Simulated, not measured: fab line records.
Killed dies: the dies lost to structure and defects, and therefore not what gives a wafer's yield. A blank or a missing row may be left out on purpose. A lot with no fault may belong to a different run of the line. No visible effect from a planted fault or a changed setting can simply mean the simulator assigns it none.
What tool caused it? :: flow rit_cmos :: 14 lots with 42 wafers sampled at 4 steps, on a route of 202 steps

WHAT THE GAUGES READ, wafer by wafer
RIT_SDANNEAL_RS_MEAS_06: measurement is done with a four-point probe.
lot: L505
measured: day 3 10:07
on: film_metro-04
PLDD_RS (ohm/sq): 178.3 178.0 178.0

lot: L507
measured: day 3 17:52
on: film_metro-01
PLDD_RS (ohm/sq): 178.6 177.9 178.2

lot: L508
measured: day 3 20:28
on: film_metro-04
PLDD_RS (ohm/sq): 178.6 179.1 179.0

lot: L511
measured: day 4 12:43
on: film_metro-02
PLDD_RS (ohm/sq): 178.1 178.9 178.0

lot: L512
measured: day 4 23:35
on: film_metro-04
PLDD_RS (ohm/sq): 179.0 178.2 179.7

lot: L513
measured: day 5 01:40
on: film_metro-02
PLDD_RS (ohm/sq): 179.0 178.8 178.9

lot: L514
measured: day 5 06:37
on: film_metro-04
PLDD_RS (ohm/sq): 178.7 179.0 179.0

lot: L515
measured: day 5 10:25
on: film_metro-01
PLDD_RS (ohm/sq): 177.5 177.6 178.6

lot: L516
measured: day 5 20:14
on: film_metro-01
PLDD_RS (ohm/sq): 178.8 178.7 178.8

lot: L517
measured: day 5 22:17
on: film_metro-04
PLDD_RS (ohm/sq): 178.7 178.7 179.3

lot: L518
measured: day 5 23:19
on: film_metro-04
PLDD_RS (ohm/sq): 178.9 178.7 179.1

lot: L522
measured: day 7 08:20
on: film_metro-02
PLDD_RS (ohm/sq): 178.2 177.9 178.2

lot: L523
measured: day 7 13:47
on: film_metro-04
PLDD_RS (ohm/sq): 178.4 178.7 178.5

lot: L528
measured: day 8 09:27
on: film_metro-04
PLDD_RS (ohm/sq): 179.4 179.5 179.0

TOOL THAT RAN EACH LOT (tool first, then ch and the chambers of the sampled wafers, then the start)
lot: L505
RIT_NRETRO_STRIP_09: plasma_asher-03 ch 0,1, day 2 11:07
RIT_NSD_STRIP_09: plasma_asher-03 ch 0,1, day 3 07:38
RIT_SDANNEAL_RTA_03: rtp_anneal-01 ch 0, day 3 09:49

lot: L507
RIT_NRETRO_STRIP_09: plasma_asher-01 ch 0,1, day 2 22:23
RIT_NSD_STRIP_09: plasma_asher-04 ch 0,1, day 3 15:31
RIT_SDANNEAL_RTA_03: rtp_anneal-02 ch 0, day 3 17:34

lot: L508
RIT_NRETRO_STRIP_09: plasma_asher-02 ch 0,1, day 2 23:17
RIT_NSD_STRIP_09: plasma_asher-03 ch 0,1, day 3 17:58
RIT_SDANNEAL_RTA_03: rtp_anneal-01 ch 0, day 3 20:10

lot: L511
RIT_NRETRO_STRIP_09: plasma_asher-02 ch 0,1, day 3 13:52
RIT_NSD_STRIP_09: plasma_asher-03 ch 0, day 4 10:11
RIT_SDANNEAL_RTA_03: rtp_anneal-02 ch 0, day 4 12:25

lot: L512
RIT_NRETRO_STRIP_09: plasma_asher-01 ch 0,1, day 3 18:56
RIT_NSD_STRIP_09: plasma_asher-04 ch 0,1, day 4 21:02
RIT_SDANNEAL_RTA_03: rtp_anneal-01 ch 0, day 4 23:17

lot: L513
RIT_NRETRO_STRIP_09: plasma_asher-03 ch 0,1, day 4 01:46
RIT_NSD_STRIP_09: plasma_asher-03 ch 0,1, day 4 23:21
RIT_SDANNEAL_RTA_03: rtp_anneal-02 ch 0, day 5 01:22

lot: L514
RIT_NRETRO_STRIP_09: plasma_asher-01 ch 0,1, day 4 08:50
RIT_NSD_STRIP_09: plasma_asher-03 ch 0, day 5 04:09
RIT_SDANNEAL_RTA_03: rtp_anneal-01 ch 0, day 5 06:19

lot: L515
RIT_NRETRO_STRIP_09: plasma_asher-01 ch 0,1, day 4 09:33
RIT_NSD_STRIP_09: plasma_asher-04 ch 0,1, day 5 08:05
RIT_SDANNEAL_RTA_03: rtp_anneal-02 ch 0, day 5 10:07

lot: L516
RIT_NRETRO_STRIP_09: plasma_asher-01 ch 0,1, day 4 17:40
RIT_NSD_STRIP_09: plasma_asher-03 ch 0,1, day 5 17:53
RIT_SDANNEAL_RTA_03: rtp_anneal-01 ch 0, day 5 19:56

lot: L517
RIT_NRETRO_STRIP_09: plasma_asher-01 ch 0,1, day 4 22:29
RIT_NSD_STRIP_09: plasma_asher-03 ch 0,1, day 5 19:58
RIT_SDANNEAL_RTA_03: rtp_anneal-02 ch 0, day 5 21:58

lot: L518
RIT_NRETRO_STRIP_09: plasma_asher-01 ch 0,1, day 4 23:02
RIT_NSD_STRIP_09: plasma_asher-04 ch 0,1, day 5 20:59
RIT_SDANNEAL_RTA_03: rtp_anneal-01 ch 0, day 5 23:01

lot: L522
RIT_NRETRO_STRIP_09: plasma_asher-03 ch 0,1, day 5 23:32
RIT_NSD_STRIP_09: plasma_asher-01 ch 0,1, day 7 05:53
RIT_SDANNEAL_RTA_03: rtp_anneal-01 ch 0, day 7 08:02

lot: L523
RIT_NRETRO_STRIP_09: plasma_asher-01 ch 0,1, day 6 09:25
RIT_NSD_STRIP_09: plasma_asher-03 ch 0,1, day 7 10:42
RIT_SDANNEAL_RTA_03: rtp_anneal-02 ch 0, day 7 13:29

lot: L528
RIT_NRETRO_STRIP_09: plasma_asher-03 ch 0,1, day 7 10:03
RIT_NSD_STRIP_09: plasma_asher-01 ch 0,1, day 8 07:01
RIT_SDANNEAL_RTA_03: rtp_anneal-01 ch 0, day 8 09:09
- RIT_NRETRO_STRIP_09: strips in O2, time 180 s.
- RIT_NSD_STRIP_09: strips in O2, time 180 s.
- RIT_SDANNEAL_RTA_03: time 5 s.

WHAT THE TOOLS THEMSELVES READ (means of the sampled wafers that have a number; where no wafer has one, the mark that the record gives instead)
RIT_NRETRO_STRIP_09.
lot: L505
tool: plasma_asher-03
drypump_motor_current_A (A): 5.7

lot: L507
tool: plasma_asher-01
drypump_motor_current_A (A): 5.3

lot: L508
tool: plasma_asher-02
drypump_motor_current_A (A): 6.1

lot: L511
tool: plasma_asher-02
drypump_motor_current_A (A): 5.6

lot: L512
tool: plasma_asher-01
drypump_motor_current_A (A): 5.3

lot: L513
tool: plasma_asher-03
drypump_motor_current_A (A): 5.7

lot: L514
tool: plasma_asher-01
drypump_motor_current_A (A): 5.3

lot: L515
tool: plasma_asher-01
drypump_motor_current_A (A): 5.5

lot: L516
tool: plasma_asher-01
drypump_motor_current_A (A): 5.5

lot: L517
tool: plasma_asher-01
drypump_motor_current_A (A): 5.3

lot: L518
tool: plasma_asher-01
drypump_motor_current_A (A): 5.3

lot: L522
tool: plasma_asher-03
drypump_motor_current_A (A): 6.0

lot: L523
tool: plasma_asher-01
drypump_motor_current_A (A): 5.3

lot: L528
tool: plasma_asher-03
drypump_motor_current_A (A): 6.0

RIT_NSD_STRIP_09.
lot: L505
tool: plasma_asher-03
drypump_motor_current_A (A): 5.8

lot: L507
tool: plasma_asher-04
drypump_motor_current_A (A): 5.7

lot: L508
tool: plasma_asher-03
drypump_motor_current_A (A): 6.0

lot: L511
tool: plasma_asher-03
drypump_motor_current_A (A): 6.3

lot: L512
tool: plasma_asher-04
drypump_motor_current_A (A): 5.8

lot: L513
tool: plasma_asher-03
drypump_motor_current_A (A): 5.8

lot: L514
tool: plasma_asher-03
drypump_motor_current_A (A): 6.2

lot: L515
tool: plasma_asher-04
drypump_motor_current_A (A): 5.7

lot: L516
tool: plasma_asher-03
drypump_motor_current_A (A): 5.8

lot: L517
tool: plasma_asher-03
drypump_motor_current_A (A): 5.7

lot: L518
tool: plasma_asher-04
drypump_motor_current_A (A): 5.8

lot: L522
tool: plasma_asher-01
drypump_motor_current_A (A): 5.5

lot: L523
tool: plasma_asher-03
drypump_motor_current_A (A): 5.9

lot: L528
tool: plasma_asher-01
drypump_motor_current_A (A): 5.3

RIT_SDANNEAL_RTA_03.
lot: L505
tool: rtp_anneal-01
wafer_temp_C_max: 1054.0

lot: L507
tool: rtp_anneal-02
wafer_temp_C_max: 1053.0

lot: L508
tool: rtp_anneal-01
wafer_temp_C_max: 1053.7

lot: L511
tool: rtp_anneal-02
wafer_temp_C_max: 1052.8

lot: L512
tool: rtp_anneal-01
wafer_temp_C_max: 1053.6

lot: L513
tool: rtp_anneal-02
wafer_temp_C_max: 1054.4

lot: L514
tool: rtp_anneal-01
wafer_temp_C_max: 1054.3

lot: L515
tool: rtp_anneal-02
wafer_temp_C_max: 1052.9

lot: L516
tool: rtp_anneal-01
wafer_temp_C_max: 1054.6

lot: L517
tool: rtp_anneal-02
wafer_temp_C_max: 1054.5

lot: L518
tool: rtp_anneal-01
wafer_temp_C_max: 1052.2

lot: L522
tool: rtp_anneal-01
wafer_temp_C_max: 1053.3

lot: L523
tool: rtp_anneal-02
wafer_temp_C_max: 1054.6

lot: L528
tool: rtp_anneal-01
wafer_temp_C_max: 1054.3

THE ANSWER, worked out from the rows above alone
Rule: usual is defined by the lots themselves. The widest of any qualifying gaps counts: lots, ordered by their means at a reading, are off when they make up no more than a third of the lots, leave a main group of 4 or more, and stand apart from it by 3 or more times the standard deviation of that group's means. Not used: any main group whose means are identical at the precision the tables above print for the reading. A lot without any number at a reading at which 4 lots or more have one is off too. Where the step has rows for the other lots, those lots are counted as sound. Order of review: gauges by route order, followed by the tools' own readings, for which a lot's mean as printed above is used. At the first step where some lot is off, the reading lying furthest off is the one used; lots without a number count as furthest.
Nothing can be told from this: no lot is off at any reading shown.

WHAT HAD BEEN PUT IN BY THE SIMULATOR
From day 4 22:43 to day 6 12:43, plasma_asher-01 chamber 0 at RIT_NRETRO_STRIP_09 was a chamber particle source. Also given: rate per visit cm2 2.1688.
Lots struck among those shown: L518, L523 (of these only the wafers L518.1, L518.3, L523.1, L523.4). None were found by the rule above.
